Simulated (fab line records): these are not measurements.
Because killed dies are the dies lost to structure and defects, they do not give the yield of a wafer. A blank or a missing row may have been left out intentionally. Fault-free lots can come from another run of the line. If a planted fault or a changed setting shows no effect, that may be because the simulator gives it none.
fab line records -- flow berkeleyCmos170
[record] lots = 5, wafers = 15, lastDay = 11
route steps=331 shown PSD@182 NSD@187 BACKSIDE@199 SDANNEAL@204
lots that met no fault: taken from a fault-free run of the same line
startH: start of the lot's first displayed wafer, in hours after the record's first day -- waitH: hours elapsed since this lot's preceding step -- " same as the row above -- L1.1+2: several wafers, shown together as one row -- - either no value or no given start -- * or withheld: withheld -- < > ~ a bound
route shown NAME@n: NAME is a module with steps in the file, n the number in the route of the first one -- usual: mean and standard deviation over wafers with no fault -- same: alike in all rows -- chamber/n: place in a boat -- sites: each site's reading -- _std_site: their standard deviation -- _edge_site: outer sites' mean less inner sites' -- radiusMm: how far each site lies from the wafer's centre -- mask NAME#n: copy n -- behind: the most recent tool/chamber to have shaped the wafer -- hold: cause of the lot's hold/its duration in hours/its outcome -- device: the n, p or np transistor that did not switch -- end of line: the route-end tests of the same wafers -- step lacking rows: just its recipe -- killed: not the wafer's yield, but the dies lost to structure and defects at the first sort -- map: a wafer's dies, marking killed ones x, the rest . and places with no die _
set.NAME: the setting the step ran with; set.NAME@STEP: the setting that earlier step ran with -- model.NAME: the simulator's own value behind a step, which no gauge read
certain route steps with their lots: each step a table, each wafer a row
services: when a tool's chamber went out of use (startH, in hours from the record's first day, below 0 if earlier), for how many hours, and the reason
[[steps]]
[step UCB170_PSD_OVL_MEAS_07]
[usual] PSD_OVL = 3/5.4
lot.wafer,tool,chamber,startH,waitH,PSD_OVL[nm]
L075.1,overlay-02,-,145.86,0.1,8
L075.5,overlay-02,-,145.86,0.1,-1
L075.6,overlay-02,-,145.86,0.1,15
L086.2,overlay-02,-,187.04,0.1,2
L086.3,overlay-02,-,187.04,0.1,7
L086.5,overlay-02,-,187.04,0.1,-1
L088.1,overlay-01,-,200.77,0.1,4
L088.4,overlay-01,-,200.77,0.1,5
L088.6,overlay-01,-,200.77,0.1,6
L090.2,overlay-02,-,213.53,0.1,-5
L090.3,overlay-02,-,213.53,0.1,-1
L090.4,overlay-02,-,213.53,0.1,-9
L095.3,overlay-01,-,237.62,0.1,-4
L095.5,overlay-01,-,237.62,0.1,0
L095.6,overlay-01,-,237.62,0.1,3
[step UCB170_PSD_IMPLANT_08]
[recipe] species = B, doseCm2 = 3e+15, energyKev = 20, tiltDeg = 7
[usual] doseIonsCm2 = 3e+15/3e+12
lot.wafer,tool,chamber,startH,waitH,doseIonsCm2
L075.1,implanter-01,0,145.90,0.0,2.996e+15
L075.5,implanter-01,0,145.90,0.0,3e+15
L075.6,implanter-01,0,145.90,0.0,3.001e+15
L086.2,implanter-03,0,187.09,0.0,2.998e+15
L086.3,implanter-03,0,187.09,0.0,2.998e+15
L086.5,implanter-03,0,187.09,0.0,2.994e+15
L088.1,implanter-02,0,200.81,0.0,3.001e+15
L088.4,implanter-02,0,200.81,0.0,3.003e+15
L088.6,implanter-02,0,200.81,0.0,3.001e+15
L090.2,implanter-02,0,213.59,0.0,3.006e+15
L090.3,implanter-02,0,213.59,0.0,2.997e+15
L090.4,implanter-02,0,213.59,0.0,2.998e+15
L095.3,implanter-02,0,237.69,0.1,2.998e+15
L095.5,implanter-02,0,237.69,0.1,3.003e+15
L095.6,implanter-02,0,237.69,0.1,3.001e+15
[step UCB170_PSD_STRIP_09]
[recipe] chemistry = O2, powerW = 400, pressureMtorr = 3500, platenTempC = withheld, o2FlowSccm = 400, overashFraction = 0.5
[usual] drypumpMotorCurrentA = 5.5/0.4, oesProductAu = 0.600/0.0047, stripTimeToEndpointS = 29.41/0.072
lot.wafer,tool,chamber,startH,waitH,drypumpMotorCurrentA,oesProductAu,rfHoursCounterH,stripTimeToEndpointS
L075.1,plasmaAsher-01,0,146.05,0.1,5.3,0.600,3,29.33
L075.5,plasmaAsher-01,0,146.05,0.1,5.3,0.597,-,29.38
L075.6,plasmaAsher-01,1,146.05,0.1,5.8,0.610,-,29.37
L086.2,plasmaAsher-04,0,187.22,0.1,5.4,0.600,47,29.45
L086.3,plasmaAsher-04,0,187.22,0.1,5.4,0.606,-,29.38
L086.5,plasmaAsher-04,1,187.22,0.1,6.2,0.606,-,29.41
L088.1,plasmaAsher-04,1,200.96,0.1,6.2,0.595,49,29.38
L088.4,plasmaAsher-04,0,200.96,0.1,5.4,0.602,-,29.35
L088.6,plasmaAsher-04,1,200.96,0.1,6.3,0.598,-,29.25
L090.2,plasmaAsher-04,1,213.71,0.1,6.2,0.588,50,29.36
L090.3,plasmaAsher-04,0,213.71,0.1,5.4,0.598,-,29.28
L090.4,plasmaAsher-04,1,213.71,0.1,6.2,0.597,-,29.31
L095.3,plasmaAsher-03,1,237.82,0.1,5.4,0.597,-,29.43
L095.5,plasmaAsher-03,1,237.82,0.1,5.4,0.603,-,29.44
L095.6,plasmaAsher-03,0,237.82,0.1,5.1,0.599,-,29.45
[step UCB170_PSD_TW_MEAS_10]
[usual] PSD_TW = 2328/22
lot.wafer,tool,chamber,startH,waitH,PSD_TW
L075.1,filmMetro-01,-,146.15,0.1,2315
L075.5,filmMetro-01,-,146.15,0.1,2332
L075.6,filmMetro-01,-,146.15,0.1,2322
L086.2,filmMetro-01,-,187.33,0.1,2334
L086.3,filmMetro-01,-,187.33,0.1,2308
L086.5,filmMetro-01,-,187.33,0.1,2319
L088.1,filmMetro-03,-,201.06,0.1,2313
L088.4,filmMetro-03,-,201.06,0.1,2300
L088.6,filmMetro-03,-,201.06,0.1,2296
L090.2,filmMetro-02,-,213.82,0.1,2363
L090.3,filmMetro-02,-,213.82,0.1,2346
L090.4,filmMetro-02,-,213.82,0.1,2368
L095.3,filmMetro-02,-,237.96,0.1,2349
L095.5,filmMetro-02,-,237.96,0.1,2355
L095.6,filmMetro-02,-,237.96,0.1,2345
[step UCB170_PSD_CLEAN_11]
[recipe] chemistry = SPM, tempC = 120, timeS = 600
[usual] bathGuardTempC = 120.4/0.6
lot.wafer,tool,chamber,startH,waitH,bathGuardTempC
L075.1,wetBench-03,3,146.38,0.2,119.9
L075.5,wetBench-03,3,146.38,0.2,119.8
L075.6,wetBench-03,3,146.38,0.2,120.0
L086.2,wetBench-04,1,187.38,0.0,120.3
L086.3,wetBench-04,1,187.38,0.0,120.2
L086.5,wetBench-04,1,187.38,0.0,120.3
L088.1,wetBench-03,3,203.92,2.9,119.9
L088.4,wetBench-03,3,203.92,2.9,119.7
L088.6,wetBench-03,3,203.92,2.9,119.5
L090.2,wetBench-04,2,213.87,0.0,121.3
L090.3,wetBench-04,2,213.87,0.0,120.9
L090.4,wetBench-04,2,213.87,0.0,121.2
L095.3,wetBench-03,1,238.13,0.2,120.9
L095.5,wetBench-03,1,238.13,0.2,121.0
L095.6,wetBench-03,1,238.13,0.2,121.1
[step UCB170_NSD_HMDS_00]
[recipe] primeTimeS = 60, primeTempC = 100
[usual] primeTempC = 99.98/0.12, resistLineTempC = 23.02/0.12
lot.wafer,tool,chamber,startH,waitH,primeTempC,resistLineTempC
L075.1,lithoTrack-01,0,146.89,0.2,100.00,23.09
L075.5,lithoTrack-01,0,146.89,0.2,99.97,23.26
L075.6,lithoTrack-01,0,146.89,0.2,100.15,23.03
L086.2,lithoTrack-04,0,187.85,0.3,100.07,22.93
L086.3,lithoTrack-04,0,187.85,0.3,100.00,22.98
L086.5,lithoTrack-04,0,187.85,0.3,100.13,22.93
L088.1,lithoTrack-01,0,204.11,0.0,99.84,22.72
L088.4,lithoTrack-01,0,204.11,0.0,100.03,22.78
L088.6,lithoTrack-01,0,204.11,0.0,99.88,22.98
L090.2,lithoTrack-03,0,214.53,0.5,100.13,23.03
L090.3,lithoTrack-03,0,214.53,0.5,100.17,23.07
L090.4,lithoTrack-03,0,214.53,0.5,100.18,22.97
L095.3,lithoTrack-04,0,238.62,0.3,100.13,23.10
L095.5,lithoTrack-04,0,238.62,0.3,99.94,23.17
L095.6,lithoTrack-04,0,238.62,0.3,99.87,23.21
[step UCB170_NSD_COAT_01]
[recipe] resist = KrF, spinRpm = 1500, resistThkNm = 900
[usual] resistLineTempC = 23.02/0.097
lot.wafer,tool,chamber,startH,waitH,resistLineTempC
L075.1,lithoTrack-01,0,147.04,0.1,23.07
L075.5,lithoTrack-01,0,147.04,0.1,22.98
L075.6,lithoTrack-01,0,147.04,0.1,22.96
L086.2,lithoTrack-04,0,188.00,0.1,22.98
L086.3,lithoTrack-04,0,188.00,0.1,23.23
L086.5,lithoTrack-04,0,188.00,0.1,23.13
L088.1,lithoTrack-01,0,204.26,0.1,23.19
L088.4,lithoTrack-01,0,204.26,0.1,23.02
L088.6,lithoTrack-01,0,204.26,0.1,23.13
L090.2,lithoTrack-03,0,214.68,0.1,22.90
L090.3,lithoTrack-03,0,214.68,0.1,22.81
L090.4,lithoTrack-03,0,214.68,0.1,22.95
L095.3,lithoTrack-04,0,238.77,0.1,23.00
L095.5,lithoTrack-04,0,238.77,0.1,23.03
L095.6,lithoTrack-04,0,238.77,0.1,23.03
[step UCB170_NSD_SOFTBAKE_02]
[recipe] resist = KrF, tempC = 130, timeS = 60
[usual] heaterPowerTotalW = 56.80/0.046, resistLineTempC = 22.99/0.12
lot.wafer,tool,chamber,startH,waitH,heaterPowerTotalW,resistLineTempC
L075.1,lithoTrack-01,0,147.19,0.1,56.75,23.04
L075.5,lithoTrack-01,0,147.19,0.1,56.83,23.15
L075.6,lithoTrack-01,0,147.19,0.1,56.93,23.03
L086.2,lithoTrack-04,0,188.15,0.1,56.85,22.90
L086.3,lithoTrack-04,0,188.15,0.1,56.85,22.98
L086.5,lithoTrack-04,0,188.15,0.1,56.86,22.93
L088.1,lithoTrack-01,0,204.41,0.1,56.79,22.92
L088.4,lithoTrack-01,0,204.41,0.1,56.85,22.95
L088.6,lithoTrack-01,0,204.41,0.1,56.77,23.00
L090.2,lithoTrack-03,0,214.83,0.1,56.82,23.00
L090.3,lithoTrack-03,0,214.83,0.1,56.82,22.94
L090.4,lithoTrack-03,0,214.83,0.1,56.78,23.02
L095.3,lithoTrack-04,0,238.92,0.1,56.78,23.04
L095.5,lithoTrack-04,0,238.92,0.1,56.81,23.08
L095.6,lithoTrack-04,0,238.92,0.1,56.78,22.92
[step UCB170_NSD_EXPOSE_03]
[recipe] maskId = NSELECT_MOD, na = 0.5, sigmaOuter = 0.6, sourceShape = conventional, targetCdNm = 1200, doseMj = 30
lot.wafer,tool,chamber,startH,waitH,mask
L075.1+5+6,krfScanner-02,0,147.54,0.3,NSELECT_MOD#0
L086.2+3+5,krfScanner-01,0,188.30,0.1,NSELECT_MOD#0
L088.1+4+6,krfScanner-01,0,204.73,0.3,NSELECT_MOD#0
L090.2+3+4,krfScanner-01,0,214.97,0.1,NSELECT_MOD#0
L095.3+5+6,krfScanner-02,0,239.06,0.1,NSELECT_MOD#0
[step UCB170_NSD_PEB_04]
[recipe] pebTempC = 130, pebTimeS = withheld, resist = KrF
[usual] heaterPowerTotalW = 56.80/0.046, resistLineTempC = 23.04/0.11
lot.wafer,tool,chamber,startH,waitH,heaterPowerTotalW,resistLineTempC
L075.1,lithoTrack-03,0,147.85,0.3,56.79,22.95
L075.5,lithoTrack-03,0,147.85,0.3,56.90,23.09
L075.6,lithoTrack-03,0,147.85,0.3,56.81,22.92
L086.2,lithoTrack-03,0,189.01,0.7,56.85,23.12
L086.3,lithoTrack-03,0,189.01,0.7,56.81,22.94
L086.5,lithoTrack-03,0,189.01,0.7,56.79,22.96
L088.1,lithoTrack-03,0,205.26,0.5,56.73,22.88
L088.4,lithoTrack-03,0,205.26,0.5,56.70,23.02
L088.6,lithoTrack-03,0,205.26,0.5,56.81,22.97
L090.2,lithoTrack-04,0,215.45,0.5,56.80,23.10
L090.3,lithoTrack-04,0,215.45,0.5,56.76,23.05
L090.4,lithoTrack-04,0,215.45,0.5,56.86,22.99
L095.3,lithoTrack-03,0,239.62,0.5,56.84,22.95
L095.5,lithoTrack-03,0,239.62,0.5,56.81,22.91
L095.6,lithoTrack-03,0,239.62,0.5,56.82,22.90
[step UCB170_NSD_DEVELOP_05]
[recipe] developer = TMAH, developTimeS = 45, resist = KrF, devTempC = 21
[usual] resistLineTempC = 23.00/0.11
lot.wafer,tool,chamber,startH,waitH,resistLineTempC
L075.1,lithoTrack-03,0,-,-,22.99
L075.5,lithoTrack-03,0,-,-,23.10
L075.6,lithoTrack-03,0,-,-,23.19
L086.2,lithoTrack-03,0,-,-,23.05
L086.3,lithoTrack-03,0,-,-,23.02
L086.5,lithoTrack-03,0,-,-,23.04
L088.1,lithoTrack-03,0,-,-,23.00
L088.4,lithoTrack-03,0,-,-,23.08
L088.6,lithoTrack-03,0,-,-,23.28
L090.2,lithoTrack-04,0,-,-,22.91
L090.3,lithoTrack-04,0,-,-,22.88
L090.4,lithoTrack-04,0,-,-,22.98
L095.3,lithoTrack-03,0,-,-,22.80
L095.5,lithoTrack-03,0,-,-,22.87
L095.6,lithoTrack-03,0,-,-,22.84
[step UCB170_NSD_CD_MEAS_06]
[recipe] targetCdNm = 1200
[usual] cdNm = 1199.6/1.5
lot.wafer,tool,chamber,startH,waitH,cdNm
L075.1,cdSem-01,-,148.12,-,1199.2
L075.5,cdSem-01,-,148.12,-,1200.9
L075.6,cdSem-01,-,148.12,-,1198.6
L086.2,cdSem-02,-,189.28,-,1199.5
L086.3,cdSem-02,-,189.28,-,1198.4
L086.5,cdSem-02,-,189.28,-,1200.9
L088.1,cdSem-02,-,205.54,-,1199.1
L088.4,cdSem-02,-,205.54,-,1198.9
L088.6,cdSem-02,-,205.54,-,1199.9
L090.2,cdSem-02,-,215.72,-,1198.8
L090.3,cdSem-02,-,215.72,-,1199.1
L090.4,cdSem-02,-,215.72,-,1199.2
L095.3,cdSem-01,-,239.89,-,1197.9
L095.5,cdSem-01,-,239.89,-,1197.5
L095.6,cdSem-01,-,239.89,-,1198.4
[step UCB170_NSD_OVL_MEAS_07]
[usual] NSD_OVL = -1/5.8
lot.wafer,tool,chamber,startH,waitH,NSD_OVL[nm]
L075.1,overlay-01,-,148.24,0.1,-6
L075.5,overlay-01,-,148.24,0.1,2
L075.6,overlay-01,-,148.24,0.1,-10
L086.2,overlay-01,-,189.39,0.1,-9
L086.3,overlay-01,-,189.39,0.1,-15
L086.5,overlay-01,-,189.39,0.1,-19
L088.1,overlay-01,-,205.66,0.1,-6
L088.4,overlay-01,-,205.66,0.1,7
L088.6,overlay-01,-,205.66,0.1,4
L090.2,overlay-01,-,215.83,0.1,-6
L090.3,overlay-01,-,215.83,0.1,-2
L090.4,overlay-01,-,215.83,0.1,-13
L095.3,overlay-02,-,239.98,0.1,1
L095.5,overlay-02,-,239.98,0.1,2
L095.6,overlay-02,-,239.98,0.1,6
[step UCB170_NSD_IMPLANT_08]
[recipe] species = P, doseCm2 = 3e+15, energyKev = 40, tiltDeg = 7
[usual] doseIonsCm2 = 3e+15/3e+12
lot.wafer,tool,chamber,startH,waitH,doseIonsCm2
L075.1,implanter-02,0,148.28,0.0,2.996e+15
L075.5,implanter-02,0,148.28,0.0,2.998e+15
L075.6,implanter-02,0,148.28,0.0,2.996e+15
L086.2,implanter-02,0,189.44,0.0,3.004e+15
L086.3,implanter-02,0,189.44,0.0,3.004e+15
L086.5,implanter-02,0,189.44,0.0,3.004e+15
L088.1,implanter-02,0,205.70,0.0,3.002e+15
L088.4,implanter-02,0,205.70,0.0,3.003e+15
L088.6,implanter-02,0,205.70,0.0,2.999e+15
L090.2,implanter-04,0,215.89,0.0,3e+15
L090.3,implanter-04,0,215.89,0.0,3.003e+15
L090.4,implanter-04,0,215.89,0.0,3e+15
L095.3,implanter-03,0,240.05,0.1,3.006e+15
L095.5,implanter-03,0,240.05,0.1,3.002e+15
L095.6,implanter-03,0,240.05,0.1,3e+15
[step UCB170_NSD_STRIP_09]
[recipe] chemistry = O2, powerW = 400, pressureMtorr = 3500, platenTempC = withheld, o2FlowSccm = 400, overashFraction = 0.5
[usual] drypumpMotorCurrentA = 5.6/0.49, oesProductAu = 0.534/0.0044, stripTimeToEndpointS = 35.81/0.09
lot.wafer,tool,chamber,startH,waitH,drypumpMotorCurrentA,oesProductAu,rfHoursCounterH,stripTimeToEndpointS
L075.1,plasmaAsher-04,0,148.43,0.1,5.4,0.534,42,35.74
L075.5,plasmaAsher-04,1,148.43,0.1,6.2,0.540,-,35.81
L075.6,plasmaAsher-04,0,148.43,0.1,5.4,0.530,-,35.79
L086.2,plasmaAsher-01,1,189.57,0.1,5.8,0.533,8,35.73
L086.3,plasmaAsher-01,1,189.57,0.1,5.8,0.537,-,35.67
L086.5,plasmaAsher-01,0,189.57,0.1,5.3,0.532,-,35.64
L088.1,plasmaAsher-01,0,205.85,0.1,5.3,0.529,10,35.78
L088.4,plasmaAsher-01,1,205.85,0.1,5.8,0.544,-,35.88
L088.6,plasmaAsher-01,1,205.85,0.1,5.8,0.533,-,35.85
L090.2,plasmaAsher-02,0,216.01,0.1,4.8,0.535,52,35.66
L090.3,plasmaAsher-02,1,216.01,0.1,6.0,0.542,-,35.60
L090.4,plasmaAsher-02,0,216.01,0.1,4.8,0.535,-,35.64
L095.3,plasmaAsher-04,1,240.19,0.1,6.2,0.530,-,35.92
L095.5,plasmaAsher-04,0,240.19,0.1,5.4,0.536,-,35.95
L095.6,plasmaAsher-04,1,240.19,0.1,6.2,0.533,-,35.91
[step UCB170_NSD_TW_MEAS_10]
[usual] NSD_TW = 4183/38
lot.wafer,tool,chamber,startH,waitH,NSD_TW
L075.1,filmMetro-02,-,148.53,0.1,4237
L075.5,filmMetro-02,-,148.53,0.1,4217
L075.6,filmMetro-02,-,148.53,0.1,4212
L086.2,filmMetro-02,-,189.68,0.1,4192
L086.3,filmMetro-02,-,189.68,0.1,4251
L086.5,filmMetro-02,-,189.68,0.1,4202
L088.1,filmMetro-03,-,205.95,0.1,4156
L088.4,filmMetro-03,-,205.95,0.1,4140
L088.6,filmMetro-03,-,205.95,0.1,4121
L090.2,filmMetro-02,-,216.12,0.1,4197
L090.3,filmMetro-02,-,216.12,0.1,4185
L090.4,filmMetro-02,-,216.12,0.1,4217
L095.3,filmMetro-01,-,240.27,0.1,4178
L095.5,filmMetro-01,-,240.27,0.1,4188
L095.6,filmMetro-01,-,240.27,0.1,4164
[step UCB170_NSD_CLEAN_11]
[recipe] chemistry = SPM, tempC = 120, timeS = 600
[usual] bathGuardTempC = 120.0/0.63
lot.wafer,tool,chamber,startH,waitH,bathGuardTempC
L075.1,wetBench-04,1,148.62,0.1,120.3
L075.5,wetBench-04,1,148.62,0.1,120.0
L075.6,wetBench-04,1,148.62,0.1,120.4
L086.2,wetBench-01,3,189.73,0.0,119.1
L086.3,wetBench-01,3,189.73,0.0,119.4
L086.5,wetBench-01,3,189.73,0.0,119.2
L088.1,wetBench-01,3,206.01,0.1,119.4
L088.4,wetBench-01,3,206.01,0.1,119.1
L088.6,wetBench-01,3,206.01,0.1,119.0
L090.2,wetBench-01,3,216.17,0.0,118.9
L090.3,wetBench-01,3,216.17,0.0,119.2
L090.4,wetBench-01,3,216.17,0.0,119.1
L095.3,wetBench-01,0,240.31,0.0,119.8
L095.5,wetBench-01,0,240.31,0.0,120.5
L095.6,wetBench-01,0,240.31,0.0,119.9
[step UCB170_BACKSIDE_HMDS_00]
[recipe] primeTimeS = 60, primeTempC = 100
[usual] primeTempC = 100.03/0.15, resistLineTempC = 23.02/0.1
lot.wafer,tool,chamber,startH,waitH,primeTempC,resistLineTempC
L075.1,lithoTrack-01,0,148.79,0.0,99.86,23.10
L075.5,lithoTrack-01,0,148.79,0.0,100.20,22.94
L075.6,lithoTrack-01,0,148.79,0.0,100.14,22.87
L086.2,lithoTrack-04,0,190.48,0.6,100.02,22.92
L086.3,lithoTrack-04,0,190.48,0.6,100.01,23.00
L086.5,lithoTrack-04,0,190.48,0.6,99.93,22.85
L088.1,lithoTrack-02,0,206.18,0.0,100.17,23.05
L088.4,lithoTrack-02,0,206.18,0.0,100.02,23.07
L088.6,lithoTrack-02,0,206.18,0.0,99.96,23.05
L090.2,lithoTrack-02,0,217.18,0.8,99.99,22.95
L090.3,lithoTrack-02,0,217.18,0.8,99.93,23.05
L090.4,lithoTrack-02,0,217.18,0.8,100.07,22.96
L095.3,lithoTrack-04,0,240.90,0.4,99.95,23.16
L095.5,lithoTrack-04,0,240.90,0.4,100.14,23.01
L095.6,lithoTrack-04,0,240.90,0.4,99.95,23.09
[step UCB170_BACKSIDE_COAT_01]
[recipe] resist = KrF, spinRpm = 1500, resistThkNm = 900
[usual] resistLineTempC = 22.98/0.092
lot.wafer,tool,chamber,startH,waitH,resistLineTempC
L075.1,lithoTrack-01,0,148.94,0.1,23.09
L075.5,lithoTrack-01,0,148.94,0.1,23.15
L075.6,lithoTrack-01,0,148.94,0.1,23.08
L086.2,lithoTrack-04,0,190.63,0.1,22.97
L086.3,lithoTrack-04,0,190.63,0.1,23.06
L086.5,lithoTrack-04,0,190.63,0.1,22.92
L088.1,lithoTrack-02,0,206.33,0.1,22.92
L088.4,lithoTrack-02,0,206.33,0.1,23.01
L088.6,lithoTrack-02,0,206.33,0.1,22.80
L090.2,lithoTrack-02,0,217.33,0.1,22.98
L090.3,lithoTrack-02,0,217.33,0.1,22.86
L090.4,lithoTrack-02,0,217.33,0.1,23.05
L095.3,lithoTrack-04,0,241.05,0.1,23.03
L095.5,lithoTrack-04,0,241.05,0.1,22.97
L095.6,lithoTrack-04,0,241.05,0.1,22.79
[step UCB170_BACKSIDE_SOFTBAKE_02]
[recipe] resist = KrF, tempC = 130, timeS = 60
[usual] heaterPowerTotalW = 56.80/0.042, resistLineTempC = 22.97/0.12
lot.wafer,tool,chamber,startH,waitH,heaterPowerTotalW,resistLineTempC
L075.1,lithoTrack-01,0,149.09,0.1,56.69,22.97
L075.5,lithoTrack-01,0,149.09,0.1,56.85,22.99
L075.6,lithoTrack-01,0,149.09,0.1,56.82,22.94
L086.2,lithoTrack-04,0,190.78,0.1,56.78,22.82
L086.3,lithoTrack-04,0,190.78,0.1,56.81,22.91
L086.5,lithoTrack-04,0,190.78,0.1,56.75,22.78
L088.1,lithoTrack-02,0,206.48,0.1,56.80,22.79
L088.4,lithoTrack-02,0,206.48,0.1,56.84,22.84
L088.6,lithoTrack-02,0,206.48,0.1,56.79,22.97
L090.2,lithoTrack-02,0,217.48,0.1,56.77,23.01
L090.3,lithoTrack-02,0,217.48,0.1,56.84,22.97
L090.4,lithoTrack-02,0,217.48,0.1,56.75,22.96
L095.3,lithoTrack-04,0,241.20,0.1,56.78,23.14
L095.5,lithoTrack-04,0,241.20,0.1,56.80,22.90
L095.6,lithoTrack-04,0,241.20,0.1,56.76,22.96
[step UCB170_BACKSIDE_STRIP_03]
[recipe] chemistry = O2, powerW = 400, pressureMtorr = 3500, platenTempC = withheld, o2FlowSccm = 400, overashFraction = 0.5
[usual] drypumpMotorCurrentA = 5.4/0.37, oesProductAu = 0.735/0.0044, stripTimeToEndpointS = 21.97/0.074
lot.wafer,tool,chamber,startH,waitH,drypumpMotorCurrentA,oesProductAu,rfHoursCounterH,stripTimeToEndpointS
L075.1,plasmaAsher-02,1,149.24,0.1,6.0,0.733,45,22.01
L075.5,plasmaAsher-02,1,149.24,0.1,6.0,0.736,-,21.91
L075.6,plasmaAsher-02,0,149.24,0.1,4.8,0.740,-,21.99
L086.2,plasmaAsher-01,1,190.90,0.1,5.8,0.734,9,22.07
L086.3,plasmaAsher-01,1,190.90,0.1,5.8,0.734,-,21.88
L086.5,plasmaAsher-01,1,190.90,0.1,5.8,0.739,-,21.92
L088.1,plasmaAsher-01,1,206.63,0.1,5.8,0.740,10,22.04
L088.4,plasmaAsher-01,1,206.63,0.1,5.8,0.730,-,22.00
L088.6,plasmaAsher-01,1,206.63,0.1,5.8,0.736,-,22.02
L090.2,plasmaAsher-03,1,217.60,0.1,5.4,0.732,48,22.15
L090.3,plasmaAsher-03,0,217.60,0.1,5.1,0.736,-,22.09
L090.4,plasmaAsher-03,1,217.60,0.1,5.4,0.730,-,22.03
L095.3,plasmaAsher-03,0,241.33,0.1,5.1,0.727,-,22.04
L095.5,plasmaAsher-03,0,241.33,0.1,5.1,0.733,-,21.94
L095.6,plasmaAsher-03,1,241.33,0.1,5.4,0.733,-,22.01
[step UCB170_BACKSIDE_CLEAN_04]
[recipe] chemistry = SPM, tempC = 120, timeS = 600
[usual] bathGuardTempC = 120.2/0.6
lot.wafer,tool,chamber,startH,waitH,bathGuardTempC
L075.1,wetBench-04,0,149.40,0.1,119.9
L075.5,wetBench-04,0,149.40,0.1,119.9
L075.6,wetBench-04,0,149.40,0.1,119.8
L086.2,wetBench-01,2,191.00,0.1,121.0
L086.3,wetBench-01,2,191.00,0.1,121.3
L086.5,wetBench-01,2,191.00,0.1,120.8
L088.1,wetBench-02,2,206.73,0.1,120.4
L088.4,wetBench-02,2,206.73,0.1,120.3
L088.6,wetBench-02,2,206.73,0.1,120.3
L090.2,wetBench-01,2,217.70,0.1,121.2
L090.3,wetBench-01,2,217.70,0.1,121.3
L090.4,wetBench-01,2,217.70,0.1,120.9
L095.3,wetBench-04,1,244.37,3.0,120.2
L095.5,wetBench-04,1,244.37,3.0,119.9
L095.6,wetBench-04,1,244.37,3.0,120.1
[step UCB170_SDANNEAL_RTA_00]
[recipe] tempC = 900, timeS = 10, ambient = N2
[usual] lampPowerPct = 26.2/0.63, wafer_temp_C_max = 903.5/0.94
lot.wafer,tool,chamber,startH,waitH,lampPowerPct,wafer_temp_C_max
L075.1,rtpAnneal-02,0,149.58,0.0,25.6,902.9
L075.5,rtpAnneal-02,0,149.58,0.0,25.6,902.5
L075.6,rtpAnneal-02,0,149.58,0.0,25.6,903.5
L086.2,rtpAnneal-01,0,191.19,0.0,26.9,904.2
L086.3,rtpAnneal-01,0,191.19,0.0,27.0,902.9
L086.5,rtpAnneal-01,0,191.19,0.0,26.9,906.2
L088.1,rtpAnneal-02,0,206.92,0.0,25.6,902.7
L088.4,rtpAnneal-02,0,206.92,0.0,25.6,902.1
L088.6,rtpAnneal-02,0,206.92,0.0,25.6,902.1
L090.2,rtpAnneal-02,0,217.89,0.0,25.6,902.8
L090.3,rtpAnneal-02,0,217.89,0.0,25.6,903.6
L090.4,rtpAnneal-02,0,217.89,0.0,25.6,902.5
L095.3,rtpAnneal-02,0,244.57,0.0,25.7,903.2
L095.5,rtpAnneal-02,0,244.57,0.0,25.6,902.9
L095.6,rtpAnneal-02,0,244.57,0.0,25.6,902.2
[step UCB170_SDANNEAL_RTA_01]
[recipe] tempC = 1050, timeS = 5, ambient = N2
[usual] lampPowerPct = 40.4/0.98, wafer_temp_C_max = 1054.0/1
lot.wafer,tool,chamber,startH,waitH,lampPowerPct,wafer_temp_C_max
L075.1,rtpAnneal-02,0,149.64,0.1,39.6,1053.3
L075.5,rtpAnneal-02,0,149.64,0.1,39.5,1052.8
L075.6,rtpAnneal-02,0,149.64,0.1,39.6,1053.1
L086.2,rtpAnneal-01,0,191.25,0.1,41.5,1055.2
L086.3,rtpAnneal-01,0,191.25,0.1,41.5,1055.1
L086.5,rtpAnneal-01,0,191.25,0.1,41.5,1058.0
L088.1,rtpAnneal-02,0,206.99,0.1,39.5,1053.3
L088.4,rtpAnneal-02,0,206.99,0.1,39.6,1053.8
L088.6,rtpAnneal-02,0,206.99,0.1,39.6,1053.9
L090.2,rtpAnneal-02,0,217.95,0.1,39.6,1053.9
L090.3,rtpAnneal-02,0,217.95,0.1,39.7,1053.2
L090.4,rtpAnneal-02,0,217.95,0.1,39.6,1054.7
L095.3,rtpAnneal-02,0,244.63,0.1,39.6,1053.1
L095.5,rtpAnneal-02,0,244.63,0.1,39.6,1052.6
L095.6,rtpAnneal-02,0,244.63,0.1,39.5,1052.5
[step UCB170_SDANNEAL_RS_MEAS_02]
[recipe] thkMeasGauge = four-point-probe
[usual] PSD_RS = 75.53/0.28
lot.wafer,tool,chamber,startH,waitH,PSD_RS[ohm/sq]
L075.1,filmMetro-01,-,149.70,0.0,75.99
L075.5,filmMetro-01,-,149.70,0.0,75.64
L075.6,filmMetro-01,-,149.70,0.0,75.81
L086.2,filmMetro-03,-,191.32,0.1,75.34
L086.3,filmMetro-03,-,191.32,0.1,75.22
L086.5,filmMetro-03,-,191.32,0.1,75.59
L088.1,filmMetro-03,-,207.05,0.0,75.07
L088.4,filmMetro-03,-,207.05,0.0,74.94
L088.6,filmMetro-03,-,207.05,0.0,75.20
L090.2,filmMetro-03,-,218.02,0.1,75.72
L090.3,filmMetro-03,-,218.02,0.1,75.84
L090.4,filmMetro-03,-,218.02,0.1,75.59
L095.3,filmMetro-03,-,244.71,0.1,75.45
L095.5,filmMetro-03,-,244.71,0.1,75.46
L095.6,filmMetro-03,-,244.71,0.1,75.56
[[services]]
tool,chamber,startH,hours,kind
krfScanner-01,-,124.60,0.6,repair
implanter-02,-,125.42,2.4,repair
krfScanner-01,-,126.51,2.3,repair
plasmaAsher-02,-,134.17,10.2,repair
implanter-03,-,148.41,12.3,pm
plasmaAsher-01,-,149.05,1.1,repair
plasmaAsher-02,-,153.43,1.5,repair
implanter-02,-,156.05,1.7,repair
implanter-01,-,163.48,2.7,repair
plasmaAsher-04,-,177.67,3.6,repair
krfScanner-01,-,197.59,4.0,pm
krfScanner-02,-,201.61,0.8,pm
krfScanner-02,-,204.11,1.0,pm
implanter-03,-,204.86,14.3,repair
krfScanner-02,-,210.63,1.3,pm
krfScanner-02,0,211.29,-,calibration
plasmaAsher-02,-,219.31,10.5,repair
implanter-01,-,221.59,2.1,repair
krfScanner-01,-,225.48,0.8,pm
plasmaAsher-02,-,228.12,1.6,repair
krfScanner-01,-,237.21,1.3,pm
plasmaAsher-02,-,237.48,1.3,repair
krfScanner-01,0,238.79,-,calibration
krfScanner-02,-,242.60,4.8,repair
[[key]]
fault none
